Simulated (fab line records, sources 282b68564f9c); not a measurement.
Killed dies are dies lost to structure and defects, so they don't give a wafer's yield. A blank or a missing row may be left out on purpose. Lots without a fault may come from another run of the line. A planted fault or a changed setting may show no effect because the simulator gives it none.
Which tool did it? | flow rit_cmos | 15 lots, 45 wafers sampled, at 4 steps of a route of 202

WHAT THE GAUGES READ, wafer by wafer
RIT_GATE_CD_MEAS_16: target cd 150 nm. Usual: cd_nm 150.1 nm, standard deviation 2.9.
lot  | measured    | on        | cd_nm (nm)        | flag
L466 | day 2 12:47 | cd_sem-02 | 148.9 148.5 150.1 |
L467 | day 2 18:29 | cd_sem-02 | 156.0 153.8 152.3 |
L469 | day 3 04:17 | cd_sem-01 | 151.8 154.7 154.3 |
L470 | day 3 08:12 | cd_sem-02 | 151.2 148.8 150.8 |
L471 | day 3 13:13 | cd_sem-02 | 149.2 151.1 147.8 |
L472 | day 3 18:45 | cd_sem-01 | 150.7 149.9 151.2 |
L478 | day 5 02:07 | cd_sem-02 | 149.8 149.1 149.2 |
L479 | day 5 05:23 | cd_sem-02 | 156.0 154.5 153.4 |
L481 | day 5 14:56 | cd_sem-02 | 151.1 153.1 152.2 |
L483 | day 6 02:57 | cd_sem-01 | 149.6 147.9 152.8 |
L484 | day 6 06:37 | cd_sem-01 | 150.0 151.0 147.3 |
L485 | day 6 11:27 | cd_sem-01 | 151.6 150.1 150.0 |
L486 | day 6 16:17 | cd_sem-02 | 145.9 147.9 147.9 |
L487 | day 6 21:41 | cd_sem-02 | 148.9 147.0 149.7 |
L488 | day 7 02:40 | cd_sem-01 | 145.5 145.1 143.6 |

RIT_PSD_OVL_MEAS_06. Usual: PSD_OVL 0.1 nm, standard deviation 1.2.
lot  | measured    | on         | PSD_OVL (nm)   | flag
L466 | day 3 00:28 | overlay-01 | -0.2 0.3 -1.7  |
L467 | day 3 06:16 | overlay-02 | 1.1 0.0 0.1    |
L469 | day 3 16:00 | overlay-02 | -1.2 -0.2 -0.3 |
L478 | day 5 13:46 | overlay-02 | 2.7 2.8 0.7    |
L479 | day 5 17:05 | overlay-02 | -0.6 1.0 1.5   |
L481 | day 6 02:40 | overlay-01 | 0.8 -0.5 1.6   |
L483 | day 6 14:37 | overlay-01 | -0.1 0.2 0.0   |
L484 | day 6 18:48 | overlay-02 | 1.3 0.8 1.0    |
L485 | day 6 23:09 | overlay-02 | 2.1 0.4 0.6    |
L486 | day 7 04:52 | overlay-02 | -0.7 2.2 0.3   |
L487 | day 7 09:47 | overlay-02 | 0.6 0.8 0.4    |
L488 | day 7 16:43 | overlay-01 | -0.5 1.7 2.1   |

RIT_SDANNEAL_RS_MEAS_04: measures by four-point-probe. Usual: PSD_RS 115.9 ohm/sq, standard deviation 0.33.
lot  | measured    | on            | PSD_RS (ohm/sq)   | flag
L466 | day 3 01:28 | film_metro-04 | 115.4 115.5 116.0 |
L467 | day 3 07:19 | film_metro-04 | 115.1 115.4 115.5 |
L469 | day 3 17:00 | film_metro-01 | 115.7 116.0 116.1 |
L478 | day 5 14:49 | film_metro-03 | 115.8 115.8 115.7 |
L479 | day 5 18:08 | film_metro-03 | 115.9 115.5 115.7 |
L481 | day 6 03:41 | film_metro-04 | 115.9 115.9 116.1 |
L483 | day 6 15:37 | film_metro-04 | 115.8 115.9 115.4 |
L484 | day 6 20:00 | film_metro-03 | 115.7 116.0 116.3 |
L485 | day 7 00:10 | film_metro-03 | 116.5 116.6 116.2 |
L486 | day 7 05:52 | film_metro-04 | 115.9 115.7 115.6 |
L487 | day 7 10:47 | film_metro-04 | 116.2 115.8 115.9 |
L488 | day 7 17:44 | film_metro-03 | 115.9 116.0 115.6 |

WHICH TOOL RAN EACH LOT (tool, then ch and the chambers of the sampled wafers, then the start)
lot  | RIT_GATE_STRIP_20
L466 | plasma_asher-04 ch 0,1, day 2 13:11
L467 | plasma_asher-02 ch 0,1, day 2 18:54
L469 | plasma_asher-03 ch 0,1, day 3 04:41
L470 | plasma_asher-02 ch 0,1, day 3 08:37
L471 | plasma_asher-02 ch 0,1, day 3 13:37
L472 | plasma_asher-04 ch 0,1, day 3 19:09
L478 | plasma_asher-04 ch 0,1, day 5 02:32
L479 | plasma_asher-04 ch 0,1, day 5 05:47
L481 | plasma_asher-02 ch 0,1, day 5 15:22
L483 | plasma_asher-04 ch 0,1, day 6 03:22
L484 | plasma_asher-04 ch 0,1, day 6 07:03
L485 | plasma_asher-02 ch 0,1, day 6 11:52
L486 | plasma_asher-04 ch 0,1, day 6 16:42
L487 | plasma_asher-02 ch 0,1, day 6 22:06
L488 | plasma_asher-02 ch 1, day 7 03:05
- RIT_GATE_STRIP_20: strips in O2, time 180 s.

WHAT THE TOOLS THEMSELVES READ (means of the sampled wafers that have a number; where no wafer has one, the mark that the record gives instead)
RIT_GATE_STRIP_20. Usual: chamber_pressure_mTorr 4000 mTorr, standard deviation 3.9; drypump_motor_current_A 5.8 A, standard deviation 0.46.
lot  | tool            | chamber_pressure_mTorr (mTorr) | drypump_motor_current_A (A) | flag
L466 | plasma_asher-04 | 3998                           | 5.8                         |
L467 | plasma_asher-02 | 4000                           | 5.8                         |
L469 | plasma_asher-03 | 4002                           | 6.0                         |
L470 | plasma_asher-02 | -                              | -                           | OFF
L471 | plasma_asher-02 | -                              | -                           | OFF
L472 | plasma_asher-04 | -                              | -                           | OFF
L478 | plasma_asher-04 | 4001                           | 5.8                         |
L479 | plasma_asher-04 | 4002                           | 5.8                         |
L481 | plasma_asher-02 | 4001                           | 5.5                         |
L483 | plasma_asher-04 | 4001                           | 5.8                         |
L484 | plasma_asher-04 | 4003                           | 5.8                         |
L485 | plasma_asher-02 | 4000                           | 5.8                         |
L486 | plasma_asher-04 | 4000                           | 5.8                         |
L487 | plasma_asher-02 | 4000                           | 5.5                         |
L488 | plasma_asher-02 | 4000                           | 5.2                         |

THE ANSWER, worked out from the rows above alone
Rule: a lot is off if the mean of its wafers that have a number lies more than 3 standard deviations from the usual mean. A lot without any number at a reading at which 4 lots or more have one is off too. The other lots that the step has rows for count as sound. The gauges are gone through in route order, then the tools' own readings, and for those a lot's mean is taken as printed above. The first step at which some lot is off is used, and at that step the reading that is off furthest; a lot without a number counts as furthest.
Off: L470, L471, L472, at RIT_GATE_STRIP_20 (chamber_pressure_mTorr). Without a number there: L470, L471, L472.
A tool fits if, at that step or a process step before it, it ran every lot that is off, and no sound lot after the first of them. None of those tried fits.

WHAT THE SIMULATOR HAD PUT IN
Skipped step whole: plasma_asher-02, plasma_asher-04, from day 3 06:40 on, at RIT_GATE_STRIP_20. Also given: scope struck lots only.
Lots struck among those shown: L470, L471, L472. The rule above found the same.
